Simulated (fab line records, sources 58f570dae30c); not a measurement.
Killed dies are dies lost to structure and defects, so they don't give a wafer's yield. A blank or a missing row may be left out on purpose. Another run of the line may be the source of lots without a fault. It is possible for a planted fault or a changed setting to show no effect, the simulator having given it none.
fab line records	flow berkeley-cmos170	part 1 of 2: steps 1 to 35 of 43
record: lots: 7	wafers: 21	last-day: 13
route steps=331 shown PVT@118 GATE@125 FIELD@126 PLDD@145 NLDD@158 SILICIDE@210 M3@331
lots that met no fault: taken from a fault-free run of the same line
start-h: the number of hours between the record's first day and the start of the first shown wafer of the lot	wait-h: time in hours since the lot's previous step	" the same as in the row above	L1.1+2: one row covering several wafers at once	- no value, or no start was given	* or withheld: withheld	< > ~ a bound
route shown NAME@n: a module of which the file shows steps, and the number in the route of the first	usual: mean/standard deviation of fault-free wafers	same: alike in all rows	chamber/n: place in a boat	sites: the reading at each site	_std_site: standard deviation of those values	_edge_site: the outer-site mean with the inner-site mean subtracted	radius-mm: for every site, how far away it sits from the centre of the wafer	mask NAME#n: copy n	behind: tool/chamber where the wafer was last shaped	hold: reason for holding the lot/hours on hold/outcome of the hold	device: the transistor (n, p or np) that didn't switch	end of line: the route-end tests of the same wafers	for a step that has no rows: nothing shown but its recipe	killed: dies that structure and defects cost at the first sort, which is not the same as the wafer's yield	map: a wafer's dies, marking killed ones x, the rest . and places with no die _
set.NAME: the setting the step ran with; set.NAME@STEP: the setting that earlier step ran with	model.NAME: the simulator's own value behind a step, which no gauge read
lots at some steps of the route; a table a step, a row a wafer
services: a tool's chamber out of use, with start hour (start-h, from the record's first day; less than 0 if before it), hours out, and reason
== steps ==
step: UCB170_PVT_EXPOSE_03
recipe: mask-id: NWELL	target-cd-nm: 3000	na: 0.5	sigma-outer: 0.6	source-shape: conventional	dose-mj: 30
step: UCB170_PVT_PEB_04
recipe: peb-temp-c: 130	peb-time-s: withheld	resist: KrF
step: UCB170_PVT_DEVELOP_05
recipe: developer: TMAH	develop-time-s: 45	resist: KrF	dev-temp-c: 21
step: UCB170_PVT_OVL_MEAS_06
usual: PVT_OVL: 3/5.2
lot.wafer	tool	chamber	start-h	wait-h	PVT_OVL[nm]
L738.3	overlay-01	-	150.49	-	-8
L738.4	"	-	"	"	-7
L738.5	"	-	"	"	1
L741.1	overlay-01	-	162.76	-	-3
L741.3	"	-	"	"	0
L741.5	"	-	"	"	3
L743.1	overlay-02	-	196.24	-	12
L743.2	"	-	"	"	11
L743.6	"	-	"	"	5
L744.1	overlay-02	-	196.29	-	3
L744.2	"	-	"	"	15
L744.3	"	-	"	"	5
L746.1	overlay-02	-	196.41	-	7
L746.2	"	-	"	"	3
L746.6	"	-	"	"	11
L756.2	overlay-01	-	252.71	-	2
L756.5	"	-	"	"	0
L756.6	"	-	"	"	-7
L754.3	overlay-01	-	253.40	-	6
L754.5	"	-	"	"	6
L754.6	"	-	"	"	4
step: UCB170_PVT_IMPLANT_07
recipe: species: P	dose-cm2: 2e+12	energy-kev: 30	tilt-deg: 7
step: UCB170_PVT_STRIP_08
recipe: chemistry: O2	power-w: 400	pressure-mtorr: 3500	platen-temp-c: withheld	o2-flow-sccm: 400	overash-fraction: 0.5
usual: drypump-motor-current-A: 5.6/0.35	oes-product-au: 0.734/0.0041	strip-time-to-endpoint-s: 21.63/0.047
lot.wafer	tool	chamber	start-h	wait-h	drypump-motor-current-A	oes-product-au	rf-hours-counter-h	strip-time-to-endpoint-s
L738.3	plasma-asher-03	0	150.70	0.1	5.2	0.733	-	21.62
L738.4	"	1	"	"	5.9	0.728	-	21.60
L738.5	"	1	"	"	6.0	0.734	-	21.55
L741.1	plasma-asher-01	0	162.94	0.1	5.5	0.739	6	21.60
L741.3	"	1	"	"	5.1	0.736	-	21.57
L741.5	"	0	"	"	5.5	0.731	-	21.60
L743.1	plasma-asher-01	1	196.43	0.1	5.1	0.733	9	21.59
L743.2	"	0	"	"	5.5	0.737	9	21.50
L743.6	"	0	"	"	5.5	0.733	-	21.56
L744.1	plasma-asher-04	0	196.48	0.1	6.0	0.731	48	21.71
L744.2	"	1	"	"	5.6	0.731	48	21.62
L744.3	"	0	"	"	6.0	0.736	-	21.68
L746.1	plasma-asher-01	0	196.59	0.1	5.5	0.728	9	21.60
L746.2	"	1	"	"	5.2	0.744	9	21.67
L746.6	"	0	"	"	5.5	0.734	-	21.62
L756.2	plasma-asher-03	0	252.89	0.1	5.2	0.723	52	21.75
L756.5	"	1	"	"	6.0	0.732	-	21.67
L756.6	"	0	"	"	5.2	0.743	-	21.69
L754.3	plasma-asher-01	1	253.61	0.1	5.2	0.738	-	21.71
L754.5	"	1	"	"	5.2	0.737	-	21.68
L754.6	"	0	"	"	5.5	0.731	-	21.62
step: UCB170_PVT_TW_MEAS_09
usual: PVT_TW: 506.8/1.6
lot.wafer	tool	chamber	start-h	wait-h	PVT_TW
L738.3	film-metro-04	-	150.79	0.1	506.5
L738.4	"	-	"	"	506.3
L738.5	"	-	"	"	505.1
L741.1	film-metro-02	-	163.04	0.1	506.1
L741.3	"	-	"	"	506.9
L741.5	"	-	"	"	505.5
L743.1	film-metro-03	-	196.53	0.1	509.9
L743.2	"	-	"	"	508.8
L743.6	"	-	"	"	505.1
L744.1	film-metro-04	-	196.58	0.1	504.7
L744.2	"	-	"	"	507.2
L744.3	"	-	"	"	505.8
L746.1	film-metro-04	-	196.69	0.1	508.3
L746.2	"	-	"	"	507.2
L746.6	"	-	"	"	508.1
L756.2	film-metro-04	-	253.00	0.1	510.0
L756.5	"	-	"	"	508.5
L756.6	"	-	"	"	507.6
L754.3	film-metro-03	-	253.69	0.1	507.9
L754.5	"	-	"	"	504.7
L754.6	"	-	"	"	507.8
step: UCB170_GATE_WET_ETCH_00
recipe: chemistry: dHF	dilution: 25:1	target: SiO2	temp-c: 25	time-s: 200
step: UCB170_FIELD_THK_MEAS_91
recipe: reads: SiO2_of_FIELD_OXIDATION_01
usual: FIELD_OXIDE_LEFT_2_THK: 353/9.1
lot.wafer	tool	chamber	start-h	wait-h	FIELD_OXIDE_LEFT_2_THK[nm]
L738.3	film-metro-02	-	150.91	0.0	358
L738.4	"	-	"	"	367
L738.5	"	-	"	"	361
L741.1	film-metro-04	-	163.17	0.0	357
L741.3	"	-	"	"	360
L741.5	"	-	"	"	357
L743.1	film-metro-03	-	196.65	0.0	366
L743.2	"	-	"	"	366
L743.6	"	-	"	"	357
L744.1	film-metro-03	-	196.71	0.0	367
L744.2	"	-	"	"	365
L744.3	"	-	"	"	373
L746.1	film-metro-04	-	196.82	0.0	354
L746.2	"	-	"	"	353
L746.6	"	-	"	"	353
L756.2	film-metro-02	-	253.12	0.0	338
L756.5	"	-	"	"	344
L756.6	"	-	"	"	347
L754.3	film-metro-04	-	253.89	0.0	363
L754.5	"	-	"	"	350
L754.6	"	-	"	"	353
step: UCB170_GATE_OXIDATION_01
recipe: temp-c: 850	ambient: O2	target-thk-a: 66	ox-time-s: 1800
step: UCB170_GATE_THK_MEAS_02
recipe: reads: SiO2_of_GATE_OXIDATION_01
usual: GATE_OXIDE_THK: 6.64/0.12
lot.wafer	tool	chamber	start-h	wait-h	GATE_OXIDE_THK[nm]
L738.3	film-metro-01	-	156.49	0.0	6.37
L738.4	"	-	"	"	6.36
L738.5	"	-	"	"	6.43
L741.1	film-metro-04	-	167.35	0.0	6.73
L741.3	"	-	"	"	6.81
L741.5	"	-	"	"	6.75
L743.1	film-metro-04	-	202.27	0.0	6.77
L743.2	"	-	"	"	6.71
L743.6	"	-	"	"	6.64
L744.1	film-metro-01	-	202.27	0.0	6.58
L744.2	"	-	"	"	6.59
L744.3	"	-	"	"	6.58
L746.1	film-metro-04	-	202.33	0.1	6.63
L746.2	"	-	"	"	6.60
L746.6	"	-	"	"	6.59
L756.2	film-metro-04	-	259.11	0.0	6.62
L756.5	"	-	"	"	6.64
L756.6	"	-	"	"	6.71
L754.3	film-metro-04	-	259.18	0.1	6.59
L754.5	"	-	"	"	6.70
L754.6	"	-	"	"	6.64
step: UCB170_GATE_ANNEAL_03
recipe: temp-c: 900	time-s: 1800	ambient: N2
step: UCB170_GATE_CVD_04
recipe: material: poly-Si	temp-c: 610	precursor: SiH4	time-s: 1440	pressure-mtorr: 375	target-thk-nm: 214	sih4-flow-sccm: 120
usual: sih4-flow-sccm: 120.0/0.35	zone-power-centre-pct: 27.4/1.5
lot.wafer	tool	chamber	start-h	wait-h	sih4-flow-sccm	zone-power-centre-pct	model.poly-Si_of_GATE_CVD_04.thk-nm
L738.3	lpcvd-01	0	163.26	0.0	120.0	26.2	212.3
L738.4	"	0	"	"	120.8	26.3	213.7
L738.5	"	0	"	"	120.4	26.7	212
L741.1	lpcvd-02	0	172.02	1.1	119.7	29.7	214.2
L741.3	"	0	"	"	119.7	29.6	214.1
L741.5	"	0	"	"	120.3	29.6	215.7
L743.1	lpcvd-02	1	210.68	0.0	95.2	25.8	174.1
L743.2	"	1	"	"	95.9	25.4	172.4
L743.6	"	1	"	"	95.8	25.0	173.9
L744.1	lpcvd-02	1	210.68	0.0	96.0	25.4	174.8
L744.2	"	1	"	"	95.9	25.6	174.5
L744.3	"	1	"	"	96.3	25.6	172.3
L746.1	lpcvd-02	0	210.68	0.0	96.2	29.4	173.6
L746.2	"	0	"	"	95.9	29.1	173.3
L746.6	"	0	"	"	96.0	29.2	172.7
L754.3	lpcvd-01	1	264.10	0.0	120.2	27.5	212.5
L754.5	"	1	"	"	120.0	28.3	211.9
L754.6	"	1	"	"	120.5	27.9	213
L756.2	lpcvd-01	1	264.10	0.0	119.7	27.3	213.8
L756.5	"	1	"	"	120.3	27.5	213.7
L756.6	"	1	"	"	120.0	26.9	216.1
step: UCB170_GATE_THK_MEAS_05
recipe: reads: poly-Si_of_GATE_CVD_04
usual: GATE_POLY_THK: 214.1/1.8
lot.wafer	tool	chamber	start-h	wait-h	hold	GATE_POLY_THK[nm]
L738.3	film-metro-04	-	164.68	0.0	-	212.2
L738.4	"	-	"	"	-	213.6
L738.5	"	-	"	"	-	211.9
L741.1	film-metro-01	-	173.42	0.0	-	214.4
L741.3	"	-	"	"	-	214.0
L741.5	"	-	"	"	-	215.8
L743.1	film-metro-01	-	212.08	0.0	await-dispo/0.2h/release	174.2
L743.2	"	-	"	"	await-dispo/0.2h/release	172.4
L743.6	"	-	"	"	await-dispo/0.2h/release	173.9
L743.1	film-metro-01	-	212.35	0.3	-	174.2
L743.2	"	-	"	"	-	172.5
L743.6	"	-	"	"	-	174.0
L744.1	film-metro-04	-	212.08	0.0	await-dispo/0.2h/release	174.6
L744.2	"	-	"	"	await-dispo/0.2h/release	174.5
L744.3	"	-	"	"	await-dispo/0.2h/release	172.3
L744.1	film-metro-04	-	212.31	0.2	-	174.9
L744.2	"	-	"	"	-	174.5
L744.3	"	-	"	"	-	172.3
L746.1	film-metro-03	-	212.08	0.0	await-dispo/0.2h/release	173.6
L746.2	"	-	"	"	await-dispo/0.2h/release	173.4
L746.6	"	-	"	"	await-dispo/0.2h/release	172.6
L746.1	film-metro-03	-	212.31	0.2	-	173.6
L746.2	"	-	"	"	-	173.2
L746.6	"	-	"	"	-	172.8
L756.2	film-metro-01	-	265.51	0.0	-	213.9
L756.5	"	-	"	"	-	213.6
L756.6	"	-	"	"	-	216.1
L754.3	film-metro-01	-	265.58	0.1	-	212.5
L754.5	"	-	"	"	-	211.8
L754.6	"	-	"	"	-	212.9
step: UCB170_GATE_COAT_07
recipe: resist: KrF	spin-rpm: 1500	resist-thk-nm: 900
step: UCB170_GATE_SOFTBAKE_08
recipe: resist: KrF	temp-c: 130	time-s: 60
step: UCB170_GATE_EXPOSE_09
recipe: mask-id: POLY	target-cd-nm: 350	na: 0.5	sigma-outer: 0.6	source-shape: conventional	dose-mj: 21
step: UCB170_GATE_PEB_10
recipe: peb-temp-c: 130	peb-time-s: withheld	resist: KrF
step: UCB170_GATE_DEVELOP_11
recipe: developer: TMAH	develop-time-s: 45	resist: KrF	dev-temp-c: 21
step: UCB170_GATE_CD_MEAS_12
recipe: target-cd-nm: 350
usual: cd-nm: 349.7/1.7
lot.wafer	tool	chamber	start-h	wait-h	cd-nm
L738.3	cd-sem-01	-	166.12	-	348.8
L738.4	"	-	"	"	347.4
L738.5	"	-	"	"	347.9
L741.1	cd-sem-01	-	174.68	-	344.7
L741.3	"	-	"	"	345.6
L741.5	"	-	"	"	345.6
L746.1	cd-sem-02	-	215.45	-	349.7
L746.2	"	-	"	"	350.0
L746.6	"	-	"	"	349.7
L743.1	cd-sem-01	-	216.50	-	349.9
L743.2	"	-	"	"	350.1
L743.6	"	-	"	"	349.5
L744.1	cd-sem-02	-	219.75	-	351.2
L744.2	"	-	"	"	352.8
L744.3	"	-	"	"	352.4
L756.2	cd-sem-01	-	266.68	-	346.6
L756.5	"	-	"	"	347.9
L756.6	"	-	"	"	348.4
L754.3	cd-sem-02	-	267.10	-	350.6
L754.5	"	-	"	"	350.6
L754.6	"	-	"	"	350.5
step: UCB170_GATE_OVL_MEAS_13
usual: GATE_OVL: 3/5.7
lot.wafer	tool	chamber	start-h	wait-h	GATE_OVL[nm]
L738.3	overlay-01	-	166.21	0.1	9
L738.4	"	-	"	"	8
L738.5	"	-	"	"	5
L741.1	overlay-02	-	174.80	0.1	1
L741.3	"	-	"	"	1
L741.5	"	-	"	"	-2
L746.1	overlay-01	-	215.57	0.1	14
L746.2	"	-	"	"	12
L746.6	"	-	"	"	12
L743.1	overlay-01	-	216.62	0.1	11
L743.2	"	-	"	"	9
L743.6	"	-	"	"	7
L744.1	overlay-01	-	219.87	0.1	-1
L744.2	"	-	"	"	7
L744.3	"	-	"	"	2
L756.2	overlay-01	-	266.79	0.1	-8
L756.5	"	-	"	"	-11
L756.6	"	-	"	"	-7
L754.3	overlay-02	-	267.19	0.1	-4
L754.5	"	-	"	"	-5
L754.6	"	-	"	"	-8
step: UCB170_GATE_ETCH_14
recipe: chemistry: N2/H2	target-depth-a: withheld	overetch-a: withheld	target: BARC	time-s: withheld	source-w: 500	bias-w: 100	pressure-mtorr: 30	n2-flow-sccm: 100	h2-flow-sccm: 200
usual: bias-w: 100.0/0.31	drypump-motor-current-A: 5.8/0.42	n2-flow-sccm: 100.0/0.31	oes-product-au: 1.000/0.02	throttle-valve-pct: 13.39/0.2
lot.wafer	tool	chamber	start-h	wait-h	bias-w	drypump-motor-current-A	n2-flow-sccm	oes-product-au	throttle-valve-pct
L738.3	rie-diel-01	1	166.24	0.0	99.9	6.1	99.6	0.999	13.68
L738.4	"	3	"	"	100.2	5.2	100.0	0.991	13.68
L738.5	"	1	"	"	99.9	6.1	99.8	0.994	13.64
L741.1	rie-diel-02	3	174.84	0.0	100.1	5.1	99.8	1.001	13.12
L741.3	"	0	"	"	99.4	5.3	100.3	1.050	13.01
L741.5	"	0	"	"	100.1	5.3	99.7	1.038	13.03
L746.1	rie-diel-03	0	215.60	0.0	100.2	5.7	100.4	0.992	13.18
L746.2	"	2	"	"	100.3	6.2	100.0	1.013	13.37
L746.6	"	3	"	"	100.2	5.4	99.5	0.996	13.55
L743.1	rie-diel-01	2	216.65	0.0	100.1	6.2	100.3	1.030	13.42
L743.2	"	3	"	"	100.2	5.2	100.0	0.982	13.66
L743.6	"	3	"	"	100.7	5.2	100.2	0.996	13.65
L744.1	rie-diel-03	3	219.91	0.0	99.5	5.4	99.8	0.999	13.53
L744.2	"	0	"	"	99.3	5.7	100.4	0.992	13.18
L744.3	"	1	"	"	99.6	6.3	100.2	0.970	13.35
L756.2	rie-diel-02	0	266.82	0.0	100.0	5.3	100.1	1.029	13.03
L756.5	"	3	"	"	100.1	5.1	100.2	0.996	13.11
L756.6	"	0	"	"	100.3	5.3	99.9	1.029	13.03
L754.3	rie-diel-03	2	267.22	0.0	100.0	6.2	100.2	1.017	13.38
L754.5	"	1	"	"	99.8	6.3	99.8	0.958	13.36
L754.6	"	0	"	"	100.3	5.7	100.6	0.987	13.17
step: UCB170_GATE_ETCH_15
recipe: chemistry: HBr/Cl2	target: poly-Si	stop-on: SiO2	over-etch-frac: 0.3	icp-w: 300	bias-w: 150	time-s: 56.3	pressure-mtorr: 15	HBr_flow_sccm: 150	Cl2_flow_sccm: 50	target-depth-a: 2782
usual: bias-w: 150.0/0.47	drypump-motor-current-A: 5.7/0.45	he-backside-leak-sccm: 2.64/0.26	oes-product-au: 0.831/0.017	throttle-valve-pct: 26.41/0.25
lot.wafer	tool	chamber	start-h	wait-h	bias-w	drypump-motor-current-A	he-backside-leak-sccm	oes-product-au	rf-hours-counter-h	throttle-valve-pct	model.etch.depth-nm	model.GATE.feature-depth-nm
L738.3	rie-si-02	0	166.28	-	150.1	5.9	2.38	0.814	29	26.56	212.3	212.3
L738.4	"	2	"	"	150.2	6.0	2.47	0.853	8	25.93	213.7	213.8
L738.5	"	0	"	"	149.5	5.9	2.43	0.809	-	26.57	212	212
L741.1	rie-si-01	3	174.88	-	149.8	6.1	2.47	0.841	52	26.23	214.2	214.3
L741.3	"	1	"	"	150.4	5.3	2.50	0.858	0	26.21	214.1	214.2
L741.5	"	0	"	"	150.6	5.3	3.16	0.816	-	26.33	215.7	215.7
L746.1	rie-si-01	0	215.65	-	149.7	5.3	3.39	0.722	80	26.34	173.6	173.6
L746.2	"	1	"	"	149.5	5.4	2.50	0.756	0	26.23	173.3	173.4
L746.6	"	1	"	"	150.2	5.3	2.36	0.745	-	26.23	172.7	172.7
L743.1	rie-si-02	2	216.70	-	150.4	6.0	2.39	0.747	8	25.92	174.1	174.2
L743.2	"	0	"	"	149.8	6.0	2.40	0.713	30	26.57	172.4	172.4
L743.6	"	1	"	"	150.6	5.3	2.93	0.718	-	26.53	173.9	173.9
L744.1	rie-si-01	0	219.95	-	150.5	5.3	3.21	0.717	80	26.35	174.8	174.8
L744.2	"	2	"	"	149.7	6.7	2.70	0.723	41	26.47	174.5	174.7
L744.3	"	1	"	"	150.2	5.3	2.55	0.752	1	26.23	172.3	172.4
L756.2	rie-si-02	1	266.86	-	150.2	5.2	2.67	0.816	1	26.54	213.8	213.9
L756.5	"	0	"	"	150.0	5.9	2.37	0.825	-	26.55	213.7	213.7
L756.6	"	3	"	"	149.8	5.4	2.43	0.819	-	26.81	216.1	216.1
L754.3	rie-si-02	2	267.26	-	149.8	6.0	2.50	0.850	9	25.94	212.5	212.6
L754.5	"	1	"	"	149.8	5.3	2.72	0.811	-	26.53	211.9	212
L754.6	"	0	"	"	150.7	5.9	2.45	0.814	-	26.55	213	213
step: UCB170_GATE_STRIP_16
recipe: chemistry: O2	power-w: 400	pressure-mtorr: 3500	platen-temp-c: withheld	o2-flow-sccm: 400	overash-fraction: 0.5
usual: drypump-motor-current-A: 5.8/0.36	oes-product-au: 0.724/0.0048
lot.wafer	tool	chamber	start-h	wait-h	drypump-motor-current-A	oes-product-au	rf-hours-counter-h
L738.3	plasma-asher-04	1	166.36	0.1	5.6	0.728	-
L738.4	"	0	"	"	6.1	0.716	-
L738.5	"	0	"	"	6.1	0.721	-
L741.1	plasma-asher-04	1	174.93	0.0	5.6	0.726	46
L741.3	"	0	"	"	6.0	0.723	-
L741.5	"	0	"	"	6.1	0.722	-
L746.1	plasma-asher-04	1	215.69	0.0	5.6	0.718	50
L746.2	"	0	"	"	6.0	0.723	50
L746.6	"	1	"	"	5.6	0.732	-
L743.1	plasma-asher-02	0	216.78	0.1	5.5	0.717	43
L743.2	"	1	"	"	6.2	0.730	43
L743.6	"	0	"	"	5.5	0.719	-
L744.1	plasma-asher-02	1	220.00	0.0	6.2	0.724	43
L744.2	"	0	"	"	5.5	0.717	43
L744.3	"	1	"	"	6.2	0.723	-
L756.2	plasma-asher-02	0	266.91	0.0	5.5	0.725	49
L756.5	"	0	"	"	5.5	0.721	-
L756.6	"	1	"	"	6.2	0.731	-
L754.3	plasma-asher-04	1	267.34	0.1	5.6	0.726	-
L754.5	"	0	"	"	6.1	0.726	-
L754.6	"	1	"	"	5.6	0.725	-
step: UCB170_GATE_CD_MEAS_90
recipe: target-cd-nm: 350
usual: cd-nm: 350.0/1.8
lot.wafer	tool	chamber	start-h	wait-h	cd-nm
L738.3	cd-sem-01	-	166.47	0.1	349.8
L738.4	"	-	"	"	347.4
L738.5	"	-	"	"	349.7
L741.1	cd-sem-01	-	175.06	0.1	345.1
L741.3	"	-	"	"	345.1
L741.5	"	-	"	"	345.5
L746.1	cd-sem-02	-	215.79	0.1	350.3
L746.2	"	-	"	"	350.1
L746.6	"	-	"	"	349.9
L743.1	cd-sem-01	-	216.89	0.1	349.7
L743.2	"	-	"	"	350.8
L743.6	"	-	"	"	350.3
L744.1	cd-sem-02	-	220.10	0.1	351.1
L744.2	"	-	"	"	353.0
L744.3	"	-	"	"	353.1
L756.2	cd-sem-01	-	267.03	0.1	346.1
L756.5	"	-	"	"	348.6
L756.6	"	-	"	"	348.6
L754.3	cd-sem-02	-	267.45	0.1	351.0
L754.5	"	-	"	"	351.3
L754.6	"	-	"	"	350.5
step: UCB170_GATE_CLEAN_17
recipe: chemistry: SPM	temp-c: 120	time-s: 600
step: UCB170_PLDD_HMDS_00
recipe: prime-time-s: 60	prime-temp-c: 100
step: UCB170_PLDD_COAT_01
recipe: resist: KrF	spin-rpm: 1500	resist-thk-nm: 900
step: UCB170_PLDD_SOFTBAKE_02
recipe: resist: KrF	temp-c: 130	time-s: 60
step: UCB170_PLDD_EXPOSE_03
recipe: mask-id: PSELECT	na: 0.5	sigma-outer: 0.6	source-shape: conventional	target-cd-nm: 1200	dose-mj: 30
step: UCB170_PLDD_PEB_04
recipe: peb-temp-c: 130	peb-time-s: withheld	resist: KrF
step: UCB170_PLDD_DEVELOP_05
recipe: developer: TMAH	develop-time-s: 45	resist: KrF	dev-temp-c: 21
step: UCB170_PLDD_CD_MEAS_06
recipe: target-cd-nm: 1200
usual: cd-nm: 1199.8/1.1
lot.wafer	tool	chamber	start-h	wait-h	cd-nm
L738.3	cd-sem-02	-	169.64	-	1201.6
L738.4	"	-	"	"	1201.4
L738.5	"	-	"	"	1201.8
L741.1	cd-sem-02	-	177.15	-	1197.6
L741.3	"	-	"	"	1198.4
L741.5	"	-	"	"	1197.6
L746.1	cd-sem-02	-	217.65	-	1199.9
L746.2	"	-	"	"	1199.7
L746.6	"	-	"	"	1200.0
L743.1	cd-sem-01	-	218.32	-	1201.2
L743.2	"	-	"	"	1198.1
L743.6	"	-	"	"	1201.3
L744.1	cd-sem-01	-	221.29	-	1200.6
L744.2	"	-	"	"	1200.2
L744.3	"	-	"	"	1199.6
L756.2	cd-sem-01	-	268.45	-	1199.9
L756.5	"	-	"	"	1199.7
L756.6	"	-	"	"	1200.4
L754.3	cd-sem-01	-	268.98	-	1201.8
L754.5	"	-	"	"	1200.8
L754.6	"	-	"	"	1201.5
step: UCB170_PLDD_OVL_MEAS_07
usual: PLDD_OVL: 1/5.9
lot.wafer	tool	chamber	start-h	wait-h	PLDD_OVL[nm]
L738.3	overlay-02	-	169.73	0.1	-10
L738.4	"	-	"	"	-13
L738.5	"	-	"	"	-15
L741.1	overlay-02	-	177.27	0.1	5
L741.3	"	-	"	"	1
L741.5	"	-	"	"	3
L746.1	overlay-01	-	217.77	0.1	-6
L746.2	"	-	"	"	-4
L746.6	"	-	"	"	-4
L743.1	overlay-02	-	218.44	0.1	-4
L743.2	"	-	"	"	-2
L743.6	"	-	"	"	0
L744.1	overlay-02	-	221.41	0.1	5
L744.2	"	-	"	"	9
L744.3	"	-	"	"	-2
L756.2	overlay-02	-	268.56	0.1	0
L756.5	"	-	"	"	-1
L756.6	"	-	"	"	-1
L754.3	overlay-02	-	269.07	0.1	-3
L754.5	"	-	"	"	0
L754.6	"	-	"	"	-1
step: UCB170_PLDD_IMPLANT_08
recipe: species: BF2	dose-cm2: 5e+13	energy-kev: 10	tilt-deg: 7	rotation-deg: 0
== key ==
first-sign: step: UCB170_GATE_CVD_04	reading: sih4-flow-sccm	direction: down	sigmas: 70	usual: 120.0	struck: 95.9
effect: step: UCB170_GATE_THK_MEAS_05	reading: visit	direction: added
effect: step: UCB170_GATE_THK_MEAS_05	reading: GATE_POLY_THK	direction: down	sigmas: 22	usual: 214.1	struck: 173.5
effect: step: UCB170_GATE_ETCH_15	reading: oes-product-au	direction: down	sigmas: 5.9	usual: 0.831	struck: 0.733
model-effect: step: UCB170_GATE_CVD_04	value: poly-Si_of_GATE_CVD_04.thk-nm	without: 216.3	struck: 173.5
model-effect: step: UCB170_GATE_ETCH_15	value: etch.depth-nm	without: 216.3	struck: 173.5
model-effect: step: UCB170_SILICIDE_PRE_CLEAN_00	value: poly-Si_of_GATE_CVD_04.thk-nm	without: 209.4	struck: 166.6
met-at UCB170_GATE_CVD_04
struck-wafers L743.1,L743.2,L743.6,L744.1,L744.2,L744.3,L746.1,L746.2,L746.6
tester-left-out L743,L744,L746
onset-between 172.02 210.68
fault: kind: process-parameter-drift	tool: lpcvd-02	chamber: -	onset-h: 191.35	steps: UCB170_GATE_CVD_04	channel: sih4-flow-sccm	offset: -24	shape: step	end-h: 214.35	acts-in: these-recipes-only	stated: 120
tester-left-out: of these lots the tester's yield and bins aren't shown, on N5 and GAA mostly nor the transistor test; their killed dies are dies lost to structure and defects alone, not to doping, threshold or leakage, so they don't give the yield
